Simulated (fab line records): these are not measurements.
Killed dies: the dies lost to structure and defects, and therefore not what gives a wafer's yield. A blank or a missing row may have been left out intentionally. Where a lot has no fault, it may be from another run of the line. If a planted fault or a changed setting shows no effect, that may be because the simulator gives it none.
fab line records :: flow ritCmos
[record]
  lots = 6
  wafers = 18
  lastDay = 7
route steps=202 shown NSD@138 PSD@142 M1@202
lots that met no fault: from a run of the same line without faults
startH: hours from the record's first day to the start of the lot's first wafer shown :: waitH: hours from the lot's prior step to this one :: " identical to the entry in the row above :: L1.1+2: one row covering several wafers at once :: - no value present, or no start provided :: * or withheld: withheld :: < > ~ a bound
route shown NAME@n: a module of which the file shows steps, and the number in the route of the first :: usual: the fault-free wafers' mean and standard deviation :: same: alike in all rows :: chamber/n: place in a boat :: sites: each site's reading :: _std_site: the standard deviation of these :: _edge_site: outer sites' mean less inner sites' :: radiusMm: how far each site lies from the wafer's centre :: mask NAME#n: copy n :: behind: the most recent tool/chamber to have shaped the wafer :: hold: reason for holding the lot/hours on hold/outcome of the hold :: device: which transistor (n, p or np) failed to switch :: end of line: tests of these same wafers at the route's end :: a step without rows: its recipe alone :: killed: count of dies lost to structure and defects at first sort (not the wafer's yield) :: map: per-die view of a wafer (x killed, . not killed, _ where there is no die)
set.NAME: the setting as run; set.NAME@STEP: as run at that earlier step :: model.NAME: the simulator's own value behind a step, which no gauge read
a table for each step, a row for each wafer; lots at some steps of the route
services: from which hour (startH, from the record's first day; less than 0 if before it) a tool's chamber was out of use, for how many hours, and why
[[steps]]
[step RIT_NSD_HARDBAKE_07]
[recipe]
  resist = NOVOLAK
  tempC = 140
  timeS = 60
[step RIT_NSD_IMPLANT_08]
[recipe]
  species = P
  energyKev = 25
  doseCm2 = 1e+15
  tiltDeg = 7
[step RIT_NSD_STRIP_09]
[recipe]
  chemistry = O2
  timeS = 180
  resist = NOVOLAK
  platenTempC = withheld
  powerW = 500
  pressureMtorr = 4000
  o2FlowSccm = 4000
[usual]
  drypumpMotorCurrentA = 5.9/0.47
lot.wafer: L433.2
tool: plasmaAsher-03
chamber: 1
startH: 79.56
waitH: 0.1
drypumpMotorCurrentA: 5.4
rfHoursCounterH: 40

lot.wafer: L433.3
tool: plasmaAsher-03
chamber: 0
startH: 79.56
waitH: 0.1
drypumpMotorCurrentA: 5.9
rfHoursCounterH: -

lot.wafer: L433.4
tool: plasmaAsher-03
chamber: 1
startH: 79.56
waitH: 0.1
drypumpMotorCurrentA: 5.5
rfHoursCounterH: -

lot.wafer: L437.1
tool: plasmaAsher-02
chamber: 0
startH: 90.95
waitH: 0.1
drypumpMotorCurrentA: 5.8
rfHoursCounterH: 46

lot.wafer: L437.2
tool: plasmaAsher-02
chamber: 1
startH: 90.95
waitH: 0.1
drypumpMotorCurrentA: 5.4
rfHoursCounterH: 46

lot.wafer: L437.6
tool: plasmaAsher-02
chamber: 0
startH: 90.95
waitH: 0.1
drypumpMotorCurrentA: 5.8
rfHoursCounterH: -

lot.wafer: L445.2
tool: plasmaAsher-03
chamber: 0
startH: 127.54
waitH: 0.1
drypumpMotorCurrentA: 5.9
rfHoursCounterH: 48

lot.wafer: L445.4
tool: plasmaAsher-03
chamber: 1
startH: 127.54
waitH: 0.1
drypumpMotorCurrentA: 5.4
rfHoursCounterH: -

lot.wafer: L445.5
tool: plasmaAsher-03
chamber: 0
startH: 127.54
waitH: 0.1
drypumpMotorCurrentA: 5.9
rfHoursCounterH: -

lot.wafer: L446.2
tool: plasmaAsher-03
chamber: 0
startH: 131.20
waitH: 0.1
drypumpMotorCurrentA: 5.9
rfHoursCounterH: 48

lot.wafer: L446.4
tool: plasmaAsher-03
chamber: 0
startH: 131.20
waitH: 0.1
drypumpMotorCurrentA: 5.9
rfHoursCounterH: -

lot.wafer: L446.5
tool: plasmaAsher-03
chamber: 0
startH: 131.20
waitH: 0.1
drypumpMotorCurrentA: 5.9
rfHoursCounterH: -

lot.wafer: L449.1
tool: plasmaAsher-04
chamber: 1
startH: 149.70
waitH: 0.1
drypumpMotorCurrentA: 6.7
rfHoursCounterH: 39

lot.wafer: L449.3
tool: plasmaAsher-04
chamber: 0
startH: 149.70
waitH: 0.1
drypumpMotorCurrentA: 6.4
rfHoursCounterH: -

lot.wafer: L449.6
tool: plasmaAsher-04
chamber: 0
startH: 149.70
waitH: 0.1
drypumpMotorCurrentA: 6.3
rfHoursCounterH: -

lot.wafer: L453.1
tool: plasmaAsher-03
chamber: 1
startH: 167.24
waitH: 0.1
drypumpMotorCurrentA: 5.5
rfHoursCounterH: 52

lot.wafer: L453.3
tool: plasmaAsher-03
chamber: 1
startH: 167.24
waitH: 0.1
drypumpMotorCurrentA: 5.5
rfHoursCounterH: -

lot.wafer: L453.6
tool: plasmaAsher-03
chamber: 1
startH: 167.24
waitH: 0.1
drypumpMotorCurrentA: 5.5
rfHoursCounterH: -
[step RIT_NSD_TW_MEAS_10]
[usual]
  NSD_TW = 3112/12
lot.wafer: L433.2
tool: filmMetro-04
chamber: -
startH: 79.74
waitH: 0.1
NSD_TW: 3097

lot.wafer: L433.3
tool: filmMetro-04
chamber: -
startH: 79.74
waitH: 0.1
NSD_TW: 3086

lot.wafer: L433.4
tool: filmMetro-04
chamber: -
startH: 79.74
waitH: 0.1
NSD_TW: 3108

lot.wafer: L437.1
tool: filmMetro-03
chamber: -
startH: 91.13
waitH: 0.1
NSD_TW: 3113

lot.wafer: L437.2
tool: filmMetro-03
chamber: -
startH: 91.13
waitH: 0.1
NSD_TW: 3114

lot.wafer: L437.6
tool: filmMetro-03
chamber: -
startH: 91.13
waitH: 0.1
NSD_TW: 3103

lot.wafer: L445.2
tool: filmMetro-02
chamber: -
startH: 127.74
waitH: 0.1
NSD_TW: 3119

lot.wafer: L445.4
tool: filmMetro-02
chamber: -
startH: 127.74
waitH: 0.1
NSD_TW: 3110

lot.wafer: L445.5
tool: filmMetro-02
chamber: -
startH: 127.74
waitH: 0.1
NSD_TW: 3134

lot.wafer: L446.2
tool: filmMetro-04
chamber: -
startH: 131.39
waitH: 0.1
NSD_TW: 3086

lot.wafer: L446.4
tool: filmMetro-04
chamber: -
startH: 131.39
waitH: 0.1
NSD_TW: 3113

lot.wafer: L446.5
tool: filmMetro-04
chamber: -
startH: 131.39
waitH: 0.1
NSD_TW: 3105

lot.wafer: L449.1
tool: filmMetro-03
chamber: -
startH: 149.87
waitH: 0.1
NSD_TW: 3107

lot.wafer: L449.3
tool: filmMetro-03
chamber: -
startH: 149.87
waitH: 0.1
NSD_TW: 3140

lot.wafer: L449.6
tool: filmMetro-03
chamber: -
startH: 149.87
waitH: 0.1
NSD_TW: 3112

lot.wafer: L453.1
tool: filmMetro-02
chamber: -
startH: 167.42
waitH: 0.1
NSD_TW: 3103

lot.wafer: L453.3
tool: filmMetro-02
chamber: -
startH: 167.42
waitH: 0.1
NSD_TW: 3117

lot.wafer: L453.6
tool: filmMetro-02
chamber: -
startH: 167.42
waitH: 0.1
NSD_TW: 3109
[step RIT_PSD_HMDS_00]
[recipe]
  primeTimeS = 60
  primeTempC = 140
[step RIT_PSD_COAT_01]
[recipe]
  resist = NOVOLAK
  spinRpm = 3250
  resistThkNm = 1000
[step RIT_PSD_SOFTBAKE_02]
[recipe]
  resist = NOVOLAK
  tempC = 90
  timeS = 60
[step RIT_PSD_EXPOSE_03]
[recipe]
  maskId = M10
  na = 0.57
  targetCdNm = 40900
  doseMj = 250
[step RIT_PSD_PEB_04]
[recipe]
  resist = NOVOLAK
  tempC = withheld
  timeS = withheld
[step RIT_PSD_DEVELOP_05]
[recipe]
  resist = NOVOLAK
  developTimeS = 50
  devTempC = 23
[step RIT_PSD_OVL_MEAS_06]
[usual]
  PSD_OVL = -0.1/1.5
lot.wafer: L433.2
tool: overlay-01
chamber: -
startH: 80.89
waitH: -
PSD_OVL[nm]: -0.5

lot.wafer: L433.3
tool: overlay-01
chamber: -
startH: 80.89
waitH: -
PSD_OVL[nm]: -0.1

lot.wafer: L433.4
tool: overlay-01
chamber: -
startH: 80.89
waitH: -
PSD_OVL[nm]: 0.2

lot.wafer: L437.1
tool: overlay-02
chamber: -
startH: 92.25
waitH: -
PSD_OVL[nm]: -1.8

lot.wafer: L437.2
tool: overlay-02
chamber: -
startH: 92.25
waitH: -
PSD_OVL[nm]: 0.6

lot.wafer: L437.6
tool: overlay-02
chamber: -
startH: 92.25
waitH: -
PSD_OVL[nm]: -0.5

lot.wafer: L445.2
tool: overlay-01
chamber: -
startH: 128.77
waitH: -
PSD_OVL[nm]: 0.5

lot.wafer: L445.4
tool: overlay-01
chamber: -
startH: 128.77
waitH: -
PSD_OVL[nm]: -2.0

lot.wafer: L445.5
tool: overlay-01
chamber: -
startH: 128.77
waitH: -
PSD_OVL[nm]: -0.8

lot.wafer: L446.2
tool: overlay-02
chamber: -
startH: 132.42
waitH: -
PSD_OVL[nm]: 0.0

lot.wafer: L446.4
tool: overlay-02
chamber: -
startH: 132.42
waitH: -
PSD_OVL[nm]: 0.8

lot.wafer: L446.5
tool: overlay-02
chamber: -
startH: 132.42
waitH: -
PSD_OVL[nm]: -1.6

lot.wafer: L449.1
tool: overlay-02
chamber: -
startH: 151.00
waitH: -
PSD_OVL[nm]: -0.7

lot.wafer: L449.3
tool: overlay-02
chamber: -
startH: 151.00
waitH: -
PSD_OVL[nm]: -1.7

lot.wafer: L449.6
tool: overlay-02
chamber: -
startH: 151.00
waitH: -
PSD_OVL[nm]: -0.9

lot.wafer: L453.1
tool: overlay-01
chamber: -
startH: 168.33
waitH: -
PSD_OVL[nm]: -1.8

lot.wafer: L453.3
tool: overlay-01
chamber: -
startH: 168.33
waitH: -
PSD_OVL[nm]: 0.4

lot.wafer: L453.6
tool: overlay-01
chamber: -
startH: 168.33
waitH: -
PSD_OVL[nm]: -2.9
[step RIT_PSD_HARDBAKE_07]
[recipe]
  resist = NOVOLAK
  tempC = 140
  timeS = 60
[step RIT_PSD_IMPLANT_08]
[recipe]
  species = BF2
  energyKev = 27
  doseCm2 = 5e+15
  tiltDeg = 7
[usual]
  beamEnergyKeV = 27.000/0.0085
  doseIonsCm2 = 5e+15/4.6e+12
  faradayCurrentUA = 13812/1100
lot.wafer: L433.2
tool: implanter-01
chamber: 0
startH: 81.21
waitH: 0.1
beamEnergyKeV: 26.994
doseIonsCm2: 4.999e+15
faradayCurrentUA: 12742

lot.wafer: L433.3
tool: implanter-01
chamber: 0
startH: 81.21
waitH: 0.1
beamEnergyKeV: 26.991
doseIonsCm2: 5e+15
faradayCurrentUA: 13131

lot.wafer: L433.4
tool: implanter-01
chamber: 0
startH: 81.21
waitH: 0.1
beamEnergyKeV: 27.000
doseIonsCm2: 4.996e+15
faradayCurrentUA: 13021

lot.wafer: L437.1
tool: implanter-03
chamber: 0
startH: 92.43
waitH: 0.1
beamEnergyKeV: 26.986
doseIonsCm2: 5.001e+15
faradayCurrentUA: 15177

lot.wafer: L437.2
tool: implanter-03
chamber: 0
startH: 92.43
waitH: 0.1
beamEnergyKeV: 26.997
doseIonsCm2: 4.998e+15
faradayCurrentUA: 15171

lot.wafer: L437.6
tool: implanter-03
chamber: 0
startH: 92.43
waitH: 0.1
beamEnergyKeV: 26.984
doseIonsCm2: 4.993e+15
faradayCurrentUA: 14928

lot.wafer: L445.2
tool: implanter-01
chamber: 0
startH: 128.98
waitH: 0.1
beamEnergyKeV: 26.999
doseIonsCm2: 5.401e+15
faradayCurrentUA: 12994

lot.wafer: L445.4
tool: implanter-01
chamber: 0
startH: 128.98
waitH: 0.1
beamEnergyKeV: 26.999
doseIonsCm2: 5.407e+15
faradayCurrentUA: 12642

lot.wafer: L445.5
tool: implanter-01
chamber: 0
startH: 128.98
waitH: 0.1
beamEnergyKeV: 27.003
doseIonsCm2: 5.395e+15
faradayCurrentUA: 13287

lot.wafer: L446.2
tool: implanter-01
chamber: 0
startH: 132.74
waitH: 0.1
beamEnergyKeV: 26.997
doseIonsCm2: 5.397e+15
faradayCurrentUA: 12861

lot.wafer: L446.4
tool: implanter-01
chamber: 0
startH: 132.74
waitH: 0.1
beamEnergyKeV: 27.011
doseIonsCm2: 5.399e+15
faradayCurrentUA: 12930

lot.wafer: L446.5
tool: implanter-01
chamber: 0
startH: 132.74
waitH: 0.1
beamEnergyKeV: 26.999
doseIonsCm2: 5.403e+15
faradayCurrentUA: 13019

lot.wafer: L449.1
tool: implanter-03
chamber: 0
startH: 151.19
waitH: 0.1
beamEnergyKeV: 27.019
doseIonsCm2: 4.997e+15
faradayCurrentUA: 15165

lot.wafer: L449.3
tool: implanter-03
chamber: 0
startH: 151.19
waitH: 0.1
beamEnergyKeV: 27.006
doseIonsCm2: 5e+15
faradayCurrentUA: 15164

lot.wafer: L449.6
tool: implanter-03
chamber: 0
startH: 151.19
waitH: 0.1
beamEnergyKeV: 27.011
doseIonsCm2: 5e+15
faradayCurrentUA: 14645

lot.wafer: L453.1
tool: implanter-02
chamber: 0
startH: 168.51
waitH: 0.1
beamEnergyKeV: 26.993
doseIonsCm2: 4.998e+15
faradayCurrentUA: 12972

lot.wafer: L453.3
tool: implanter-02
chamber: 0
startH: 168.51
waitH: 0.1
beamEnergyKeV: 26.998
doseIonsCm2: 4.995e+15
faradayCurrentUA: 13039

lot.wafer: L453.6
tool: implanter-02
chamber: 0
startH: 168.51
waitH: 0.1
beamEnergyKeV: 26.998
doseIonsCm2: 4.994e+15
faradayCurrentUA: 13569
[step RIT_PSD_STRIP_09]
[recipe]
  chemistry = O2
  timeS = 180
  resist = NOVOLAK
  platenTempC = withheld
  powerW = 500
  pressureMtorr = 4000
  o2FlowSccm = 4000
[usual]
  drypumpMotorCurrentA = 5.9/0.4
lot.wafer: L433.2
tool: plasmaAsher-03
chamber: 1
startH: 81.34
waitH: 0.1
drypumpMotorCurrentA: 5.5
rfHoursCounterH: 41

lot.wafer: L433.3
tool: plasmaAsher-03
chamber: 0
startH: 81.34
waitH: 0.1
drypumpMotorCurrentA: 5.9
rfHoursCounterH: -

lot.wafer: L433.4
tool: plasmaAsher-03
chamber: 1
startH: 81.34
waitH: 0.1
drypumpMotorCurrentA: 5.5
rfHoursCounterH: -

lot.wafer: L437.1
tool: plasmaAsher-03
chamber: 0
startH: 92.58
waitH: 0.1
drypumpMotorCurrentA: 5.9
rfHoursCounterH: 43

lot.wafer: L437.2
tool: plasmaAsher-03
chamber: 1
startH: 92.58
waitH: 0.1
drypumpMotorCurrentA: 5.4
rfHoursCounterH: 43

lot.wafer: L437.6
tool: plasmaAsher-03
chamber: 0
startH: 92.58
waitH: 0.1
drypumpMotorCurrentA: 5.9
rfHoursCounterH: -

lot.wafer: L445.2
tool: plasmaAsher-01
chamber: 1
startH: 129.10
waitH: 0.1
drypumpMotorCurrentA: 5.8
rfHoursCounterH: 1

lot.wafer: L445.4
tool: plasmaAsher-01
chamber: 1
startH: 129.10
waitH: 0.1
drypumpMotorCurrentA: 5.8
rfHoursCounterH: -

lot.wafer: L445.5
tool: plasmaAsher-01
chamber: 1
startH: 129.10
waitH: 0.1
drypumpMotorCurrentA: 5.8
rfHoursCounterH: -

lot.wafer: L446.2
tool: plasmaAsher-03
chamber: 1
startH: 132.86
waitH: 0.1
drypumpMotorCurrentA: 5.5
rfHoursCounterH: 48

lot.wafer: L446.4
tool: plasmaAsher-03
chamber: 1
startH: 132.86
waitH: 0.1
drypumpMotorCurrentA: 5.5
rfHoursCounterH: -

lot.wafer: L446.5
tool: plasmaAsher-03
chamber: 0
startH: 132.86
waitH: 0.1
drypumpMotorCurrentA: 5.9
rfHoursCounterH: -

lot.wafer: L449.1
tool: plasmaAsher-03
chamber: 1
startH: 151.34
waitH: 0.1
drypumpMotorCurrentA: 5.5
rfHoursCounterH: 50

lot.wafer: L449.3
tool: plasmaAsher-03
chamber: 0
startH: 151.34
waitH: 0.1
drypumpMotorCurrentA: 5.9
rfHoursCounterH: -

lot.wafer: L449.6
tool: plasmaAsher-03
chamber: 1
startH: 151.34
waitH: 0.1
drypumpMotorCurrentA: 5.4
rfHoursCounterH: -

lot.wafer: L453.1
tool: plasmaAsher-04
chamber: 1
startH: 168.66
waitH: 0.1
drypumpMotorCurrentA: 6.7
rfHoursCounterH: 41

lot.wafer: L453.3
tool: plasmaAsher-04
chamber: 1
startH: 168.66
waitH: 0.1
drypumpMotorCurrentA: 6.7
rfHoursCounterH: -

lot.wafer: L453.6
tool: plasmaAsher-04
chamber: 0
startH: 168.66
waitH: 0.1
drypumpMotorCurrentA: 6.4
rfHoursCounterH: -
[step RIT_M1_PROBE_99]
[usual]
  killedAtContacts = 0.0/0.2
  killedAtFrontEnd = 7.3/2.8
  killedDies = 7.3/2.8
  killedOpen = 3.8/1.9
  killedShort = 3.5/1.8
[same]
  grossDies = 264
  killed_at_M0_to_M3 = 0
  killed_at_M4_up = 0
  killedAtBackSide = 0
  killedAtOther = 0
lot.wafer: L433.2
tool: prober-02
chamber: -
startH: 91.25
waitH: 0.1
killedAtContacts: 0
killedAtFrontEnd: 9
killedDies: 9
killedOpen: 5
killedShort: 4

lot.wafer: L433.3
tool: prober-02
chamber: -
startH: 91.30
waitH: 0.2
killedAtContacts: 0
killedAtFrontEnd: 4
killedDies: 4
killedOpen: 0
killedShort: 4

lot.wafer: L433.4
tool: prober-02
chamber: -
startH: 91.35
waitH: 0.2
killedAtContacts: 1
killedAtFrontEnd: 9
killedDies: 10
killedOpen: 7
killedShort: 3

lot.wafer: L437.1
tool: prober-01
chamber: -
startH: 100.93
waitH: 0.1
killedAtContacts: 0
killedAtFrontEnd: 2
killedDies: 2
killedOpen: 0
killedShort: 2

lot.wafer: L437.2
tool: prober-01
chamber: -
startH: 100.98
waitH: 0.1
killedAtContacts: 0
killedAtFrontEnd: 3
killedDies: 3
killedOpen: 2
killedShort: 1

lot.wafer: L437.6
tool: prober-01
chamber: -
startH: 101.18
waitH: 0.2
killedAtContacts: 0
killedAtFrontEnd: 3
killedDies: 3
killedOpen: 1
killedShort: 2

lot.wafer: L445.2
tool: prober-02
chamber: -
startH: 137.62
waitH: 0.1
killedAtContacts: 0
killedAtFrontEnd: 10
killedDies: 10
killedOpen: 6
killedShort: 4

lot.wafer: L445.4
tool: prober-02
chamber: -
startH: 137.72
waitH: 0.2
killedAtContacts: 0
killedAtFrontEnd: 3
killedDies: 3
killedOpen: 1
killedShort: 2

lot.wafer: L445.5
tool: prober-02
chamber: -
startH: 137.77
waitH: 0.2
killedAtContacts: 0
killedAtFrontEnd: 9
killedDies: 9
killedOpen: 5
killedShort: 4

lot.wafer: L446.2
tool: prober-01
chamber: -
startH: 151.00
waitH: 0.1
killedAtContacts: 0
killedAtFrontEnd: 7
killedDies: 7
killedOpen: 2
killedShort: 4

lot.wafer: L446.4
tool: prober-01
chamber: -
startH: 151.10
waitH: 0.2
killedAtContacts: 0
killedAtFrontEnd: 4
killedDies: 4
killedOpen: 1
killedShort: 3

lot.wafer: L446.5
tool: prober-01
chamber: -
startH: 151.15
waitH: 0.2
killedAtContacts: 0
killedAtFrontEnd: 5
killedDies: 5
killedOpen: 2
killedShort: 2

lot.wafer: L449.1
tool: prober-02
chamber: -
startH: 159.37
waitH: 0.1
killedAtContacts: 0
killedAtFrontEnd: 8
killedDies: 8
killedOpen: 4
killedShort: 4

lot.wafer: L449.3
tool: prober-02
chamber: -
startH: 159.47
waitH: 0.2
killedAtContacts: 0
killedAtFrontEnd: 4
killedDies: 4
killedOpen: 3
killedShort: 1

lot.wafer: L449.6
tool: prober-02
chamber: -
startH: 159.62
waitH: 0.2
killedAtContacts: 0
killedAtFrontEnd: 6
killedDies: 6
killedOpen: 4
killedShort: 2

lot.wafer: L453.1
tool: prober-02
chamber: -
startH: 176.64
waitH: 0.1
killedAtContacts: 0
killedAtFrontEnd: 3
killedDies: 3
killedOpen: 0
killedShort: 3

lot.wafer: L453.3
tool: prober-02
chamber: -
startH: 176.74
waitH: 0.2
killedAtContacts: 0
killedAtFrontEnd: 6
killedDies: 6
killedOpen: 4
killedShort: 2

lot.wafer: L453.6
tool: prober-02
chamber: -
startH: 176.89
waitH: 0.2
killedAtContacts: 0
killedAtFrontEnd: 7
killedDies: 7
killedOpen: 3
killedShort: 4
// killed by level:class
L433.2 GATE:geometricParticle:open=3 GATE:geometricParticle:short=2 FOX1:geometricParticle:short=1 FOX1:geometricParticle:open=1 REOX:geometricParticle:short=1 REOX:geometricParticle:open=1
L433.3 FOX1:geometricParticle:short=2 GATE:geometricParticle:short=1 REOX:geometricParticle:short=1
L433.4 GATE:geometricParticle:open=5 FOX1:geometricParticle:open=1 GATE:geometricParticle:short=1 REOX:geometricParticle:short=1 SILICIDE:geometricParticle:short=1 CONTACT:geometricParticle:open=1
L437.1 REOX:geometricParticle:short=1 SILICIDE:geometricParticle:short=1
L437.2 FOX1:geometricParticle:short=1 FOX1:geometricParticle:open=1 SPACER:geometricParticle:open=1
L437.6 ACTIVE:geometricParticle:short=1 FOX1:geometricParticle:short=1 SILICIDE:geometricParticle:open=1
L445.2 GATE:geometricParticle:open=3 FOX1:geometricParticle:open=2 GATE:geometricParticle:short=2 ACTIVE:geometricParticle:open=1 FOX1:geometricParticle:short=1 SPACER:geometricParticle:short=1
L445.4 GATE:geometricParticle:short=2 FOX1:geometricParticle:open=1
L445.5 GATE:geometricParticle:open=2 GATE:geometricParticle:short=2 FOX1:geometricParticle:open=1 FOX1:geometricParticle:short=1 REOX:geometricParticle:open=1 SPACER:geometricParticle:open=1 SILICIDE:geometricParticle:short=1
L446.2 GATE:geometricParticle:short=2 SPACER:geometricParticle:short=2 FOX1:geometricParticle:open=1 SILICIDE:geometricParticle:open=1 PWELL:coatMicrobubblePrinted=1
L446.4 GATE:geometricParticle:short=2 REOX:geometricParticle:open=1 SPACER:geometricParticle:short=1
L446.5 GATE:geometricParticle:short=1 GATE:geometricParticle:open=1 REOX:geometricParticle:short=1 SILICIDE:geometricParticle:open=1 PWELL:coatMicrobubblePrinted=1
L449.1 REOX:geometricParticle:open=2 SILICIDE:geometricParticle:open=2 FOX1:geometricParticle:short=1 GATE:geometricParticle:short=1 REOX:geometricParticle:short=1 SILICIDE:geometricParticle:short=1
L449.3 GATE:geometricParticle:open=2 FOX1:geometricParticle:open=1 REOX:geometricParticle:short=1
L449.6 GATE:geometricParticle:open=2 FOX1:geometricParticle:short=1 REOX:geometricParticle:open=1 SILICIDE:geometricParticle:short=1 STARTING-WAFER:geometricParticle:open=1
L453.1 GATE:geometricParticle:short=3
L453.3 GATE:geometricParticle:open=3 FOX1:geometricParticle:short=2 SILICIDE:geometricParticle:open=1
L453.6 FOX1:geometricParticle:open=2 GATE:geometricParticle:short=2 FOX1:geometricParticle:short=1 SPACER:geometricParticle:short=1 SILICIDE:geometricParticle:open=1
[[services]]
tool: implanter-02
chamber: -
startH: 79.65
hours: 3.0
kind: pm

tool: plasmaAsher-01
chamber: -
startH: 83.33
hours: 28.1
kind: pm

tool: implanter-01
chamber: -
startH: 89.92
hours: 3.4
kind: repair

tool: implanter-03
chamber: -
startH: 90.35
hours: 1.7
kind: repair

tool: plasmaAsher-01
chamber: -
startH: 111.44
hours: 9.0
kind: pm

tool: plasmaAsher-01
chamber: 0
startH: 111.44
hours: 9.0
kind: ventCycle

tool: plasmaAsher-01
chamber: 1
startH: 111.44
hours: 9.0
kind: ventCycle

tool: plasmaAsher-01
chamber: -
startH: 113.25
hours: 4.2
kind: repair

tool: plasmaAsher-01
chamber: 0
startH: 120.44
hours: -
kind: clean

tool: plasmaAsher-01
chamber: 1
startH: 120.44
hours: -
kind: clean

tool: implanter-01
chamber: -
startH: 137.13
hours: 1.4
kind: repair

tool: plasmaAsher-01
chamber: -
startH: 159.39
hours: 3.5
kind: repair
[[key]]
[firstSign]
  step = RIT_PSD_IMPLANT_08
  reading = doseIonsCm2
  direction = up
  sigmas = 87
  usual = 5e+15
  struck = 5.4e+15
effect none on later readings
metAt RIT_PSD_IMPLANT_08
struckWafers L445.2,L445.4,L445.5,L446.2,L446.4,L446.5
testerLeftOut L445,L446
onsetBetween 81.21 128.98
[fault]
  kind = processParameterDrift
  tool = implanter-01
  chamber = -
  onsetH = 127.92
  steps = RIT_PSD_IMPLANT_08
  channel = doseCm2
  offset = 4.0161e+14
  shape = step
  endH = 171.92
  actsIn = theseRecipesOnly
  stated = 5e+15
// testerLeftOut: of these lots the tester's yield and bins aren't shown, on N5 and GAA mostly nor the transistor test; their killed dies are dies lost to structure and defects alone, not to doping, threshold or leakage, so they don't give the yield
